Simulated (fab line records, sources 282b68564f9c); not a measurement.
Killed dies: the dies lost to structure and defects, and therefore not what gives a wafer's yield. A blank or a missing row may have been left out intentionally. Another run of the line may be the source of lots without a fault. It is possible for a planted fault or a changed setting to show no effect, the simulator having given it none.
fab line records	flow rit_cmos
record lots=14	wafers=42	last_day=7
route steps=202 shown NSD@140 PSD@150 PLDD@159 CONTACT@181 M1@202
lots with no fault: from the same line, run without faults
start_h: hours from the record's first day to the start of the lot's first wafer shown	wait_h: hours elapsed since this lot's preceding step	" same as the row above	L1.1+2: one row covering several wafers at once	- either no value or no given start	* or withheld: withheld	< > ~ a bound
route shown NAME@n: a module of which the file shows steps, and the number in the route of the first	usual: mean and standard deviation over wafers with no fault	same: alike in all rows	chamber/n: place in a boat	sites: the reading at each site	_std_site: how widely they spread, as a standard deviation	_edge_site: mean of outer sites minus mean of inner sites	radius_mm: how far each site lies from the wafer's centre	mask NAME#n: copy n	behind: tool/chamber where the wafer was last shaped	hold: what put the lot on hold/how long, in hours/how the hold closed	device: transistor that didn't switch, given as n, p or np	end of line: the route-end tests of the same wafers	a step without rows: its recipe alone	killed: not the wafer's yield, but the dies lost to structure and defects at the first sort	map: a wafer's dies, x killed, . not, _ none there
set.NAME: setting as actually run; set.NAME@STEP: the setting as run at that earlier step	model.NAME: the simulator's own value behind a step, which no gauge read
route steps across a sampled set of lots; one table per step, one row per wafer
services: the hour from which a tool's chamber was out of use, counted from the record's first day as start_h (under 0 if before that day), plus the number of hours and why
## steps
# step RIT_NSD_STRIP_09
# recipe chemistry=O2	time_s=180	resist=NOVOLAK	platen_temp_c=withheld	power_w=500	pressure_mtorr=4000	o2_flow_sccm=4000
# usual drypump_motor_current_A=5.9/0.47
lot.wafer	tool	chamber	start_h	wait_h	drypump_motor_current_A	rf_hours_counter_h
L147.3	plasma_asher-04	0	67.93	0.1	6.4	-
L147.5	"	1	"	"	6.7	-
L147.6	"	0	"	"	6.4	-
L149.2	plasma_asher-02	1	78.95	0.1	5.4	44
L149.3	"	1	"	"	5.4	-
L149.4	"	0	"	"	5.8	-
L154.3	plasma_asher-02	1	91.01	0.1	5.4	-
L154.4	"	0	"	"	5.8	-
L154.5	"	1	"	"	5.3	-
L153.2	plasma_asher-02	1	92.78	0.1	5.4	47
L153.3	"	1	"	"	5.4	-
L153.5	"	0	"	"	5.8	-
L156.3	plasma_asher-03	0	98.79	0.1	5.9	-
L156.4	"	1	"	"	5.5	-
L156.5	"	0	"	"	5.9	-
L158.3	plasma_asher-04	1	109.08	0.1	6.7	-
L158.4	"	0	"	"	6.3	-
L158.6	"	1	"	"	6.7	-
L160.2	plasma_asher-03	0	119.00	0.1	5.9	47
L160.5	"	1	"	"	5.4	-
L160.6	"	0	"	"	5.9	-
L161.3	plasma_asher-02	1	125.67	0.1	5.3	-
L161.4	"	0	"	"	5.8	-
L161.6	"	1	"	"	5.4	-
L162.1	plasma_asher-03	1	127.54	0.1	5.5	48
L162.3	"	0	"	"	5.9	-
L162.6	"	1	"	"	5.5	-
L164.1	plasma_asher-04	0	140.55	0.1	6.4	38
L164.3	"	0	"	"	6.4	-
L164.4	"	1	"	"	6.7	-
L166.2	plasma_asher-04	0	149.70	0.1	6.3	39
L166.4	"	1	"	"	6.7	-
L166.5	"	1	"	"	6.7	-
L168.1	plasma_asher-03	1	162.65	0.1	5.5	52
L168.4	"	0	"	"	5.9	-
L168.6	"	1	"	"	5.5	-
L169.1	plasma_asher-02	1	163.98	0.1	5.4	55
L169.2	"	0	"	"	5.8	55
L169.6	"	1	"	"	5.4	-
L170.2	plasma_asher-03	0	167.24	0.1	5.9	52
L170.4	"	0	"	"	5.9	-
L170.5	"	0	"	"	5.9	-
# step RIT_PSD_IMPLANT_08
# recipe species=BF2	energy_kev=27	dose_cm2=5e+15	tilt_deg=7
# usual beam_energy_keV=27.000/0.0085
# same implant_ion_amu=49
lot.wafer	tool	chamber	start_h	wait_h	beam_energy_keV
L147.3	implanter-03	0	69.22	0.1	26.981
L147.5	"	0	"	"	27.010
L147.6	"	0	"	"	26.999
L149.2	implanter-03	0	81.06	0.1	27.003
L149.3	"	0	"	"	26.998
L149.4	"	0	"	"	27.001
L154.3	implanter-03	0	92.48	0.1	27.000
L154.4	"	0	"	"	26.977
L154.5	"	0	"	"	26.998
L153.2	implanter-03	0	94.10	0.1	26.987
L153.3	"	0	"	"	26.980
L153.5	"	0	"	"	26.991
L156.3	implanter-03	0	100.30	0.1	27.003
L156.4	"	0	"	"	27.008
L156.5	"	0	"	"	26.994
L158.3	implanter-01	0	110.46	0.1	26.996
L158.4	"	0	"	"	27.008
L158.6	"	0	"	"	27.001
L160.2	implanter-03	0	120.36	0.1	27.011
L160.5	"	0	"	"	27.011
L160.6	"	0	"	"	27.006
L161.3	implanter-01	0	126.93	0.1	27.006
L161.4	"	0	"	"	26.999
L161.6	"	0	"	"	27.006
L162.1	implanter-01	0	128.95	0.1	27.002
L162.3	"	0	"	"	26.998
L162.6	"	0	"	"	27.005
L164.1	implanter-03	0	141.95	0.1	36.454
L164.3	"	0	"	"	36.452
L164.4	"	0	"	"	36.441
L166.2	implanter-03	0	151.22	0.1	36.450
L166.4	"	0	"	"	36.460
L166.5	"	0	"	"	36.469
L168.1	implanter-01	0	164.04	0.1	26.983
L168.4	"	0	"	"	26.997
L168.6	"	0	"	"	26.987
L169.1	implanter-02	0	165.38	0.1	27.010
L169.2	"	0	"	"	27.005
L169.6	"	0	"	"	27.014
L170.2	implanter-02	0	168.54	0.1	27.001
L170.4	"	0	"	"	26.993
L170.5	"	0	"	"	26.999
# step RIT_PSD_TW_MEAS_10
# usual PSD_TW=3420/15
lot.wafer	tool	chamber	start_h	wait_h	PSD_TW
L147.3	film_metro-04	-	69.52	0.1	3422
L147.5	"	-	"	"	3429
L147.6	"	-	"	"	3425
L149.2	film_metro-02	-	81.37	0.1	3395
L149.3	"	-	"	"	3403
L149.4	"	-	"	"	3414
L154.3	film_metro-03	-	92.78	0.1	3444
L154.4	"	-	"	"	3445
L154.5	"	-	"	"	3407
L153.2	film_metro-04	-	94.41	0.1	3389
L153.3	"	-	"	"	3385
L153.5	"	-	"	"	3398
L156.3	film_metro-02	-	100.59	0.1	3418
L156.4	"	-	"	"	3417
L156.5	"	-	"	"	3423
L158.3	film_metro-03	-	110.76	0.1	3410
L158.4	"	-	"	"	3430
L158.6	"	-	"	"	3419
L160.2	film_metro-02	-	120.67	0.1	3423
L160.5	"	-	"	"	3433
L160.6	"	-	"	"	3429
L161.3	film_metro-02	-	127.23	0.1	3429
L161.4	"	-	"	"	3456
L161.6	"	-	"	"	3444
L162.1	film_metro-04	-	129.28	0.1	3424
L162.3	"	-	"	"	3414
L162.6	"	-	"	"	3411
L164.1	film_metro-02	-	142.27	0.1	3714
L164.3	"	-	"	"	3689
L164.4	"	-	"	"	3703
L166.2	film_metro-04	-	151.53	0.1	3678
L166.4	"	-	"	"	3670
L166.5	"	-	"	"	3651
L168.1	film_metro-02	-	164.37	0.1	3420
L168.4	"	-	"	"	3417
L168.6	"	-	"	"	3422
L169.1	film_metro-03	-	165.70	0.1	3414
L169.2	"	-	"	"	3432
L169.6	"	-	"	"	3437
L170.2	film_metro-02	-	168.85	0.1	3427
L170.4	"	-	"	"	3431
L170.5	"	-	"	"	3424
# step RIT_SDANNEAL_RS_MEAS_04
# recipe thk_meas_gauge=four-point-probe
# usual PSD_RS=115.91/0.29
lot.wafer	tool	chamber	start_h	wait_h	PSD_RS[ohm/sq]
L147.3	film_metro-03	-	70.06	0.1	115.49
L147.5	"	-	"	"	115.59
L147.6	"	-	"	"	115.93
L149.2	film_metro-03	-	81.86	0.1	115.86
L149.3	"	-	"	"	115.98
L149.4	"	-	"	"	115.90
L154.3	film_metro-03	-	93.30	0.1	116.40
L154.4	"	-	"	"	116.14
L154.5	"	-	"	"	116.41
L153.2	film_metro-04	-	94.93	0.1	115.88
L153.3	"	-	"	"	116.03
L153.5	"	-	"	"	115.87
L156.3	film_metro-02	-	101.10	0.1	115.71
L156.4	"	-	"	"	115.75
L156.5	"	-	"	"	115.40
L158.3	film_metro-04	-	111.28	0.1	115.57
L158.4	"	-	"	"	115.81
L158.6	"	-	"	"	115.81
L160.2	film_metro-04	-	121.16	0.1	115.91
L160.5	"	-	"	"	116.26
L160.6	"	-	"	"	115.55
L161.3	film_metro-03	-	127.73	0.1	116.37
L161.4	"	-	"	"	115.98
L161.6	"	-	"	"	115.87
L162.1	film_metro-04	-	129.76	0.0	115.96
L162.3	"	-	"	"	116.14
L162.6	"	-	"	"	115.72
L164.1	film_metro-04	-	142.77	0.0	98.61
L164.3	"	-	"	"	98.27
L164.4	"	-	"	"	98.33
L166.2	film_metro-03	-	152.02	0.1	98.81
L166.4	"	-	"	"	99.14
L166.5	"	-	"	"	98.99
L168.1	film_metro-04	-	164.85	0.0	115.92
L168.4	"	-	"	"	115.59
L168.6	"	-	"	"	115.87
L169.1	film_metro-02	-	166.19	0.0	115.46
L169.2	"	-	"	"	115.77
L169.6	"	-	"	"	115.61
L170.2	film_metro-04	-	169.34	0.1	116.46
L170.4	"	-	"	"	116.29
L170.5	"	-	"	"	116.59
# step RIT_SDANNEAL_RS_MEAS_06
# recipe thk_meas_gauge=four-point-probe
# usual PLDD_RS=178.7/0.52
lot.wafer	tool	chamber	start_h	wait_h	PLDD_RS[ohm/sq]
L147.3	film_metro-03	-	70.30	0.1	177.7
L147.5	"	-	"	"	178.6
L147.6	"	-	"	"	178.3
L149.2	film_metro-03	-	82.10	0.1	178.8
L149.3	"	-	"	"	179.5
L149.4	"	-	"	"	179.1
L154.3	film_metro-03	-	93.54	0.1	179.6
L154.4	"	-	"	"	179.9
L154.5	"	-	"	"	179.7
L153.2	film_metro-04	-	95.17	0.1	178.8
L153.3	"	-	"	"	179.8
L153.5	"	-	"	"	179.5
L156.3	film_metro-02	-	101.34	0.1	178.8
L156.4	"	-	"	"	178.9
L156.5	"	-	"	"	178.6
L158.3	film_metro-04	-	111.52	0.1	179.3
L158.4	"	-	"	"	178.9
L158.6	"	-	"	"	178.6
L160.2	film_metro-04	-	121.40	0.1	178.3
L160.5	"	-	"	"	178.4
L160.6	"	-	"	"	178.2
L161.3	film_metro-03	-	127.97	0.1	178.2
L161.4	"	-	"	"	178.5
L161.6	"	-	"	"	177.9
L162.1	film_metro-04	-	130.00	0.1	178.5
L162.3	"	-	"	"	178.3
L162.6	"	-	"	"	178.1
L164.1	film_metro-04	-	143.01	0.1	179.3
L164.3	"	-	"	"	178.5
L164.4	"	-	"	"	178.5
L166.2	film_metro-03	-	152.26	0.1	178.6
L166.4	"	-	"	"	179.1
L166.5	"	-	"	"	179.2
L168.1	film_metro-04	-	165.09	0.1	178.8
L168.4	"	-	"	"	179.2
L168.6	"	-	"	"	179.4
L169.1	film_metro-02	-	166.43	0.1	178.3
L169.2	"	-	"	"	178.0
L169.6	"	-	"	"	178.3
L170.2	film_metro-04	-	169.58	0.1	178.9
L170.4	"	-	"	"	178.2
L170.5	"	-	"	"	178.8
# step RIT_CONTACT_CD_MEAS_90
# recipe target_cd_nm=1000
# usual cd_nm=1000.6/1.6
lot.wafer	tool	chamber	start_h	wait_h	cd_nm
L147.3	cd_sem-01	-	72.99	0.1	997.3
L147.5	"	-	"	"	998.9
L147.6	"	-	"	"	1000.2
L149.2	cd_sem-02	-	84.83	0.1	1001.8
L149.3	"	-	"	"	1002.4
L149.4	"	-	"	"	1000.5
L154.3	cd_sem-01	-	96.17	0.1	999.5
L154.4	"	-	"	"	1000.2
L154.5	"	-	"	"	998.9
L153.2	cd_sem-01	-	97.68	0.1	1000.4
L153.3	"	-	"	"	1001.3
L153.5	"	-	"	"	1001.7
L156.3	cd_sem-01	-	104.14	0.1	1001.3
L156.4	"	-	"	"	1001.3
L156.5	"	-	"	"	1002.4
L158.3	cd_sem-01	-	114.16	0.1	999.0
L158.4	"	-	"	"	999.7
L158.6	"	-	"	"	999.0
L160.2	cd_sem-02	-	123.92	0.1	999.2
L160.5	"	-	"	"	1000.1
L160.6	"	-	"	"	999.8
L161.3	cd_sem-01	-	130.61	0.1	1000.7
L161.4	"	-	"	"	1000.3
L161.6	"	-	"	"	998.8
L162.1	cd_sem-02	-	132.93	0.1	1002.2
L162.3	"	-	"	"	1000.7
L162.6	"	-	"	"	999.0
L164.1	cd_sem-01	-	145.59	0.1	1002.4
L164.3	"	-	"	"	1003.2
L164.4	"	-	"	"	1003.9
L166.2	cd_sem-02	-	154.91	0.1	999.7
L166.4	"	-	"	"	1000.4
L166.5	"	-	"	"	997.2
L168.1	cd_sem-01	-	167.81	0.1	998.1
L168.4	"	-	"	"	1001.3
L168.6	"	-	"	"	1000.7
L169.1	cd_sem-01	-	169.06	0.1	1000.3
L169.2	"	-	"	"	998.8
L169.6	"	-	"	"	1000.8
L170.2	cd_sem-01	-	172.17	0.1	997.2
L170.4	"	-	"	"	998.2
L170.5	"	-	"	"	998.3
# step RIT_M1_PROBE_99
# usual killed_at_M0_to_M3=0.0/0.14	killed_at_contacts=0.0/0.2	killed_at_front_end=7.3/2.8	killed_dies=7.3/2.8	killed_open=3.8/1.9	killed_short=3.5/1.8
# same gross_dies=264	killed_at_M4_up=0	killed_at_back_side=0	killed_at_other=0
lot.wafer	tool	chamber	start_h	wait_h	killed_at_M0_to_M3	killed_at_contacts	killed_at_front_end	killed_dies	killed_open	killed_short
L149.2	prober-01	-	89.75	0.1	1	0	6	7	2	5
L149.3	prober-01	-	89.80	0.2	0	0	1	1	1	0
L149.4	prober-01	-	89.85	0.2	0	0	11	11	8	3
L154.3	prober-01	-	101.03	0.2	0	0	7	7	4	3
L154.4	prober-01	-	101.08	0.2	0	0	8	8	3	5
L154.5	prober-01	-	101.13	0.2	0	0	4	4	3	1
L153.2	prober-02	-	102.57	0.1	0	0	12	12	3	9
L153.3	prober-02	-	102.62	0.2	0	0	9	9	3	6
L153.5	prober-02	-	102.72	0.2	0	0	6	6	3	3
L166.2	prober-02	-	159.42	0.1	0	0	8	8	4	4
L166.4	prober-02	-	159.52	0.2	0	0	11	11	4	7
L166.5	prober-02	-	159.57	0.2	0	0	6	6	4	2
# killed by level:class
L149.2 GATE:geometric_particle:short=3 GATE:geometric_particle:open=1 REOX:geometric_particle:open=1 SPACER:geometric_particle:short=1 M1:geometric_particle:short=1
L149.3 FOX2:geometric_particle:open=1
L149.4 GATE:geometric_particle:open=5 SPACER:geometric_particle:open=2 SILICIDE:geometric_particle:short=2 GATE:geometric_particle:short=1 REOX:geometric_particle:open=1
L154.3 REOX:geometric_particle:open=2 FOX1:geometric_particle:open=1 FOX1:geometric_particle:short=1 FOX2:geometric_particle:short=1 GATE:geometric_particle:open=1 SPACER:geometric_particle:short=1
L154.4 FOX1:geometric_particle:short=3 FOX1:geometric_particle:open=1 GATE:geometric_particle:short=1 REOX:geometric_particle:open=1 SILICIDE:geometric_particle:open=1 SILICIDE:geometric_particle:short=1
L154.5 SILICIDE:geometric_particle:open=2 FOX1:geometric_particle:open=1 REOX:geometric_particle:short=1
L153.2 GATE:geometric_particle:short=7 GATE:geometric_particle:open=2 FOX1:geometric_particle:short=1 REOX:geometric_particle:open=1 SPACER:geometric_particle:short=1
L153.3 GATE:geometric_particle:short=2 REOX:geometric_particle:open=2 SILICIDE:geometric_particle:short=2 FOX2:geometric_particle:short=1 REOX:geometric_particle:short=1 SILICIDE:geometric_particle:open=1
L153.5 REOX:geometric_particle:short=2 FOX2:geometric_particle:open=1 FOX2:geometric_particle:short=1 GATE:geometric_particle:open=1 REOX:geometric_particle:open=1
L166.2 FOX1:geometric_particle:open=2 REOX:geometric_particle:short=2 GATE:geometric_particle:short=1 GATE:geometric_particle:open=1 SILICIDE:geometric_particle:open=1 SILICIDE:geometric_particle:short=1
L166.4 SILICIDE:geometric_particle:open=3 FOX1:geometric_particle:short=2 GATE:geometric_particle:short=2 SILICIDE:geometric_particle:short=2 FOX1:geometric_particle:open=1 REOX:geometric_particle:short=1
L166.5 FOX2:geometric_particle:open=2 FOX1:geometric_particle:open=1 FOX2:geometric_particle:short=1 GATE:geometric_particle:open=1 REOX:geometric_particle:short=1
## services
tool	chamber	start_h	hours	kind
implanter-02	-	79.65	3.0	pm
implanter-01	-	89.92	3.4	repair
implanter-03	-	90.35	1.7	repair
implanter-01	-	137.13	1.4	repair
## key
first_sign step=RIT_PSD_IMPLANT_08	reading=beam_energy_keV	direction=up	sigmas=99+	usual=27.000	struck=36.454
effect step=RIT_PSD_TW_MEAS_10	reading=PSD_TW	direction=up	sigmas=18	usual=3420	struck=3684
effect step=RIT_SDANNEAL_RS_MEAS_04	reading=PSD_RS	direction=down	sigmas=59	usual=115.91	struck=98.69
met_at RIT_PSD_IMPLANT_08
struck_lots L164,L166
tester_left_out L164,L166
not_acting_at RIT_NSD_STRIP_09,RIT_SDANNEAL_RS_MEAS_06,RIT_CONTACT_CD_MEAS_90
onset_between 120.36 141.95
fault kind=process_parameter_drift	tool=implanter-03	chamber=-	onset_h=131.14	steps=RIT_PSD_IMPLANT_08	channel=energy_kev	offset=9.45	shape=step	end_h=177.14	acts_in=these_recipes_only	stated=27
# tester_left_out: of these lots the tester's yield and bins aren't shown, on N5 and GAA mostly nor the transistor test; their killed dies are dies lost to structure and defects alone, not to doping, threshold or leakage, so they don't give the yield
